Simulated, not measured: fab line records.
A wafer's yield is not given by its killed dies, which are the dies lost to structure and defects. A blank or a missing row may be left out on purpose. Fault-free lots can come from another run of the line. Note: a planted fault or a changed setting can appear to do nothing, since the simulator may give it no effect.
fab line records ; flow rit_cmos
[record] lots = 14; wafers = 42; last_day = 7
route steps=202 shown CONTACT@168 M1@202
lots with no fault: from the same line, run without faults
start_h: start of the lot's first displayed wafer, in hours after the record's first day ; wait_h: hours since the lot's step before ; " same as the row above ; L1.1+2: several wafers, shown together as one row ; - no value present, or no start provided ; * or withheld: withheld ; < > ~ a bound
route shown NAME@n: a module of which the file shows steps, and the number in the route of the first ; usual: mean/standard deviation of fault-free wafers ; same: alike in all rows ; chamber/n: place in a boat ; sites: the reading at each site ; _std_site: their standard deviation ; _edge_site: the outer-site mean with the inner-site mean subtracted ; radius_mm: how far each site lies from the wafer's centre ; mask NAME#n: copy n ; behind: tool/chamber where the wafer was last shaped ; hold: cause of the lot's hold/its duration in hours/its outcome ; device: whichever transistor did not switch (one of n, p or np) ; end of line: the route-end tests of the same wafers ; where a step has no rows: the recipe by itself ; killed: at the first sort, the dies lost to defects and structure; wafer yield is something else ; map: shows each die of a wafer: x if killed, . if not, _ if none is there
set.NAME: the setting as run; set.NAME@STEP: as run at that earlier step ; model.NAME: the simulator's own value behind a step, which no gauge read
a sample of lots followed through the steps of the route, with each step as a table and each wafer as a row
services: the hour from which a tool's chamber was out of use, counted from the record's first day as start_h (under 0 if before that day), plus the number of hours and why
[[steps]]
[step RIT_CONTACT_CVD_00]
[recipe] material = SiO2; target_thk_nm = 400; precursor = TEOS; temp_c = 390; time_s = 61; rf_w = 400
[usual] heater_power_w = 319/47
lot.wafer;tool;chamber;start_h;wait_h;heater_power_w
L655.2;pecvd-03;0;51.23;0.0;246
L655.3;pecvd-03;2;51.23;0.0;274
L655.5;pecvd-03;1;51.23;0.0;397
L656.3;pecvd-01;1;56.01;0.0;288
L656.5;pecvd-01;0;56.01;0.0;317
L656.6;pecvd-01;1;56.01;0.0;212
L658.1;pecvd-03;1;64.46;0.1;356
L658.4;pecvd-03;1;64.46;0.1;362
L658.6;pecvd-03;2;64.46;0.1;324
L659.1;pecvd-01;0;70.47;0.1;337
L659.4;pecvd-01;1;70.47;0.1;238
L659.6;pecvd-01;0;70.47;0.1;333
L663.1;pecvd-04;1;90.93;0.1;434
L663.3;pecvd-04;0;90.93;0.1;325
L663.4;pecvd-04;1;90.93;0.1;434
L664.1;pecvd-03;2;95.04;0.1;255
L664.3;pecvd-03;0;95.04;0.1;308
L664.5;pecvd-03;2;95.04;0.1;268
L667.2;pecvd-03;2;112.60;0.0;307
L667.3;pecvd-03;0;112.60;0.0;307
L667.4;pecvd-03;1;112.60;0.0;395
L669.2;pecvd-01;0;120.98;0.0;325
L669.3;pecvd-01;2;120.98;0.0;367
L669.4;pecvd-01;0;120.98;0.0;351
L668.2;pecvd-04;0;121.90;0.0;328
L668.3;pecvd-04;1;121.90;0.0;361
L668.4;pecvd-04;0;121.90;0.0;340
L670.1;pecvd-01;0;124.72;0.1;349
L670.2;pecvd-01;2;124.72;0.1;334
L670.3;pecvd-01;2;124.72;0.1;344
L672.2;pecvd-04;2;137.69;0.0;317
L672.4;pecvd-04;0;137.69;0.0;249
L672.6;pecvd-04;1;137.69;0.0;374
L675.2;pecvd-04;1;150.85;0.0;376
L675.3;pecvd-04;0;150.85;0.0;326
L675.6;pecvd-04;0;150.85;0.0;336
L676.1;pecvd-01;0;154.85;0.1;253
L676.3;pecvd-01;1;154.85;0.1;249
L676.6;pecvd-01;0;154.85;0.1;265
L678.1;pecvd-04;0;167.14;0.1;319
L678.2;pecvd-04;1;167.14;0.1;344
L678.4;pecvd-04;1;167.14;0.1;361
[step RIT_CONTACT_THK_MEAS_01]
[recipe] reads = SiO2_of_CONTACT_CVD_00
[usual] CONTACT_TEOS_THK = 400/5.8
lot.wafer;tool;chamber;start_h;wait_h;CONTACT_TEOS_THK[nm]
L655.2;film_metro-01;-;51.29;0.0;400
L655.3;film_metro-01;-;51.29;0.0;397
L655.5;film_metro-01;-;51.29;0.0;408
L656.3;film_metro-01;-;56.08;0.0;401
L656.5;film_metro-01;-;56.08;0.0;401
L656.6;film_metro-01;-;56.08;0.0;405
L658.1;film_metro-01;-;64.51;0.0;404
L658.4;film_metro-01;-;64.51;0.0;407
L658.6;film_metro-01;-;64.51;0.0;409
L659.1;film_metro-03;-;70.52;0.0;394
L659.4;film_metro-03;-;70.52;0.0;403
L659.6;film_metro-03;-;70.52;0.0;397
L663.1;film_metro-04;-;90.98;0.0;390
L663.3;film_metro-04;-;90.98;0.0;394
L663.4;film_metro-04;-;90.98;0.0;402
L664.1;film_metro-04;-;95.10;0.0;406
L664.3;film_metro-04;-;95.10;0.0;361
L664.5;film_metro-04;-;95.10;0.0;405
L667.2;film_metro-03;-;112.66;0.0;394
L667.3;film_metro-03;-;112.66;0.0;353
L667.4;film_metro-03;-;112.66;0.0;409
L669.2;film_metro-04;-;121.07;0.1;398
L669.3;film_metro-04;-;121.07;0.1;410
L669.4;film_metro-04;-;121.07;0.1;408
L668.2;film_metro-01;-;121.96;0.0;393
L668.3;film_metro-01;-;121.96;0.0;395
L668.4;film_metro-01;-;121.96;0.0;403
L670.1;film_metro-01;-;124.80;0.1;392
L670.2;film_metro-01;-;124.80;0.1;394
L670.3;film_metro-01;-;124.80;0.1;402
L672.2;film_metro-03;-;137.75;0.0;393
L672.4;film_metro-03;-;137.75;0.0;397
L672.6;film_metro-03;-;137.75;0.0;401
L675.2;film_metro-04;-;150.91;0.0;399
L675.3;film_metro-04;-;150.91;0.0;396
L675.6;film_metro-04;-;150.91;0.0;402
L676.1;film_metro-03;-;154.90;0.0;401
L676.3;film_metro-03;-;154.90;0.0;401
L676.6;film_metro-03;-;154.90;0.0;411
L678.1;film_metro-04;-;167.19;0.0;394
L678.2;film_metro-04;-;167.19;0.0;397
L678.4;film_metro-04;-;167.19;0.0;406
[step RIT_M1_PROBE_99]
[usual] killed_at_M0_to_M3 = 0.0/0.14; killed_at_contacts = 0.1/0.29; killed_at_front_end = 6.3/2.8; killed_dies = 6.4/2.8; killed_open = 3.3/1.7; killed_short = 3.1/1.9
[same] gross_dies = 264; killed_at_M4_up = 0; killed_at_back_side = 0; killed_at_other = 0
lot.wafer;tool;chamber;start_h;wait_h;killed_at_M0_to_M3;killed_at_contacts;killed_at_front_end;killed_dies;killed_open;killed_short
L675.2;prober-01;-;157.52;0.1;0;1;8;9;6;3
L675.3;prober-01;-;157.57;0.2;0;0;4;4;1;3
L675.6;prober-01;-;157.72;0.2;0;0;8;8;5;2
// killed by level:class
L675.2 GATE:geometric_particle:open=2 REOX:geometric_particle:short=2 FOX1:geometric_particle:short=1 REOX:geometric_particle:open=1 SPACER:geometric_particle:open=1 SILICIDE:geometric_particle:open=1 CONTACT:geometric_particle:open=1
L675.3 REOX:geometric_particle:short=2 FOX1:geometric_particle:open=1 SILICIDE:geometric_particle:short=1
L675.6 FOX2:geometric_particle:short=2 FOX2:geometric_particle:open=2 NSD:coat_microbubble_printed=1 FOX1:geometric_particle:open=1 GATE:geometric_particle:open=1 SILICIDE:geometric_particle:open=1
[[services]]
tool;chamber;start_h;hours;kind
pecvd-01;-;96.20;1.1;repair
pecvd-01;1;119.46;8.4;repair
pecvd-03;-;122.09;5.5;pm
pecvd-01;2;136.91;9.7;repair
[[key]]
[first_sign] step = RIT_CONTACT_THK_MEAS_01; reading = CONTACT_TEOS_THK; direction = down; sigmas = 7.5; usual = 400; struck = 357
effect none on later readings
met_at RIT_CONTACT_CVD_00
struck_lots L664,L667
struck_wafers L664.3,L667.3
tester_left_out L664,L667
onset_between 51.23 95.04
[fault] kind = site_profile_drift; tool = pecvd-03; chamber = 0; onset_h = 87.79; steps = RIT_CONTACT_CVD_00; basis = fraction; max_abs_drift = 0.25126; slope_share_per_hr = 55.837; site_pattern = 0,0,0,0,0,-1,-1,-1,-1
// tester_left_out: of these lots the tester's yield and bins aren't shown, on N5 and GAA mostly nor the transistor test; their killed dies are dies lost to structure and defects alone, not to doping, threshold or leakage, so they don't give the yield
